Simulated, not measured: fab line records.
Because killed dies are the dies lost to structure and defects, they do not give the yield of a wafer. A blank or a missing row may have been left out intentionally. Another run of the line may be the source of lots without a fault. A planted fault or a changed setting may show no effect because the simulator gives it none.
One fault seen from 2 desks    flow berkeley cmos170    every desk sees just its own numbers, and what lay behind them comes last

THE METROLOGY DESK
Lot by lot, what the gauges showed, no matter which tool ran the lot: averages of those sampled wafers that carry a number. Any lot whose mean is over 4 standard deviations away from the usual mean is out of limits and marked OUT; that distance is given in the brackets.
Columns: A = cd nm at UCB170_M3_CD_MEAS_15, usual 700.2 nm
lot   first seen here  A
L777  day 7 14:11      700.7
L780  day 9 01:40      697.2
L781  day 9 01:58      699.3
L782  day 9 08:59      699.7
L784  day 9 19:31      698.0
L785  day 10 00:44     701.0
L783  day 10 01:52     700.5
L787  day 10 07:25     699.2
L786  day 10 08:01     699.5
L788  day 10 10:35     702.1
L789  day 10 11:40     699.1
L790  day 11 04:23     702.1
L795  day 11 10:40     699.8
L797  day 12 00:57     701.6
L798  day 12 05:11     701.1
L799  day 12 23:07     701.6
This desk's verdict: no lot among the 16 shows anything out of limits.

FOR THE TOOL OWNER'S DESK: plasma asher-04
The tool's own readings at UCB170_V2_STRIP_15 (strips in O2): means of the sampled wafers that have a number, for each lot that ran on this tool. Any lot whose mean is over 4 standard deviations away from the usual mean is out of limits and marked OUT; that distance is given in the brackets.
Columns: A = drypump motor current A at UCB170_V2_STRIP_15, usual 6.1 A; B = o2 flow sccm at UCB170_V2_STRIP_15, usual 400.1 sccm; C = oes product au at UCB170_V2_STRIP_15, usual 0.722 a.u.; D = strip time to endpoint s at UCB170_V2_STRIP_15, usual 15.27 s
lot   first seen here  A    B                        C                 D
L777  day 7 11:37      6.6  399.9                    0.720             15.32
L785  day 9 20:15      6.5  400.3                    0.717             15.28
L783  day 9 21:56      6.6  399.1                    0.722             15.29
L787  day 10 05:16     6.5  400.0                    0.725             15.29
L786  day 10 05:31     6.5  332.4 (-56) OUT          0.699 (-5.2) OUT  16.02 (+6.3) OUT
L788  day 10 08:12     6.6  200.1 (-99 or more) OUT  0.660 (-14) OUT   17.34 (+17) OUT
L789  day 10 09:21     6.5  266.2 (-99 or more) OUT  0.678 (-10) OUT   16.68 (+12) OUT
L790  day 11 02:02     6.6  200.3 (-99 or more) OUT  0.661 (-14) OUT   17.32 (+17) OUT
Finding of this desk: L786, L788, L789, L790 out of limits; the first was L786 at day 10 05:31, on o2 flow sccm at UCB170_V2_STRIP_15. Within limits: L777, L785, L783, L787.

PUT TOGETHER
At day 10 05:31, on L786, L788, L789, L790, the tool owner's desk was in a position to raise an alarm.
The metrology desk saw nothing out of limits.
The metrology desk has L786, L788, L789, L790 on record, within its limits.
On plasma asher-04, each named lot ran UCB170_V2_STRIP_15.

WHAT THE SIMULATOR HAD INSERTED
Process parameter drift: plasma asher-04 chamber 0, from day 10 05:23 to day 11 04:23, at UCB170_V2_STRIP_15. A move of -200 in setting o2 flow sccm, from 400. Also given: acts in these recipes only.
Lots struck among those shown: L786, L788, L789, L790.
Delay in hours, fault start to first out-of-limits reading, by desk: the tool owner's desk at 0.
